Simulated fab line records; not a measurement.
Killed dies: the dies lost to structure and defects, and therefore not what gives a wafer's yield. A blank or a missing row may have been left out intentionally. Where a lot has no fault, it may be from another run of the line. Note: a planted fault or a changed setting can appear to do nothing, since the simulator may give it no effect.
Which tool is to blame?    flow berkeley-cmos170    7 lots with 21 wafers sampled at 3 steps, on a route of 331 steps

## WHAT THE GAUGES SHOWED, per wafer
UCB170_CONTACT_CD_MEAS_90: target cd 700 nm.
lot   measured      on         cd-nm (nm)
L893  day 6 23:28   cd-sem-02  696.9 697.0 699.0
L896  day 7 16:02   cd-sem-01  702.1 701.4 702.7
L897  day 8 00:50   cd-sem-02  701.8 699.7 700.3
L901  day 8 10:04   cd-sem-01  - - -
L905  day 9 07:02   cd-sem-01  698.0 699.5 701.3
L912  day 11 03:50  cd-sem-01  699.7 701.3 701.4
L913  day 11 19:34  cd-sem-02  698.1 699.5 699.4

## TOOL THAT RAN EACH LOT (tool first, then ch and the chambers of the sampled wafers, then the start)
lot   UCB170_CONTACT_ETCH_17              UCB170_CONTACT_ETCH_18
L893  rie-diel-01 ch 2,3, day 6 23:12     rie-diel-01 ch 2,3, day 6 23:28 or earlier
L896  rie-diel-02 ch 0,1,3, day 7 15:46   rie-diel-02 ch 0,1,3, day 7 16:02 or earlier
L897  rie-diel-02 ch 0,1, day 8 00:34     rie-diel-02 ch 0,1, day 8 00:50 or earlier
L901  rie-diel-02 ch 0,1,3, day 8 09:48   rie-diel-02 ch 0,1,3, day 8 10:04 or earlier
L905  rie-diel-01 ch 0,1,2, day 9 06:44   rie-diel-01 ch 0,1,2, day 9 07:02 or earlier
L912  rie-diel-04 ch 0,3, day 11 03:33    rie-diel-04 ch 0,3, day 11 03:50 or earlier
L913  rie-diel-04 ch 0,1,3, day 11 19:16  rie-diel-04 ch 0,1,3, day 11 19:34 or earlier
- UCB170_CONTACT_ETCH_17: etches BARC in N2/H2.
- UCB170_CONTACT_ETCH_18: etches PSG in CHF3/CF4/Ar, stops on TiSi2, target depth 840 nm, time 195 s.

## THE ANSWER, worked out from the rows above alone
Rule: the lots themselves supply what counts as usual. The widest of any qualifying gaps counts: lots, ordered by their means at a reading, are off when they make up no more than a third of the lots, leave a main group of 4 or more, and stand apart from it by 3 or more times the standard deviation of that group's means. A main group is skipped when, at the precision printed for the reading in the tables above, its means are all equal. A lot without any number at a reading at which 4 lots or more have one is off too. All remaining lots with rows at the step are treated as sound.
Off at UCB170_CONTACT_CD_MEAS_90 (cd-nm): L901. Without a number there: L901. Main group: mean 700.0 nm, sd 1.4.
A tool fits if, at a process step before that reading, it ran every lot that is off, and no sound lot after the first of them. Those tools and the gauges at UCB170_CONTACT_CD_MEAS_90 are tried in the same way. UCB170_CONTACT_ETCH_18: start missing for some lots; hours and lot order therefore follow UCB170_CONTACT_CD_MEAS_90. One candidate fits, namely rie-diel-02 at UCB170_CONTACT_ETCH_17 and UCB170_CONTACT_ETCH_18. At UCB170_CONTACT_ETCH_17 its last sound lot is L897 (day 8 00:34), its first lot that is off L901 (day 8 09:48): a fault that began between those two fits.

## WHAT WAS PUT IN BY THE SIMULATOR
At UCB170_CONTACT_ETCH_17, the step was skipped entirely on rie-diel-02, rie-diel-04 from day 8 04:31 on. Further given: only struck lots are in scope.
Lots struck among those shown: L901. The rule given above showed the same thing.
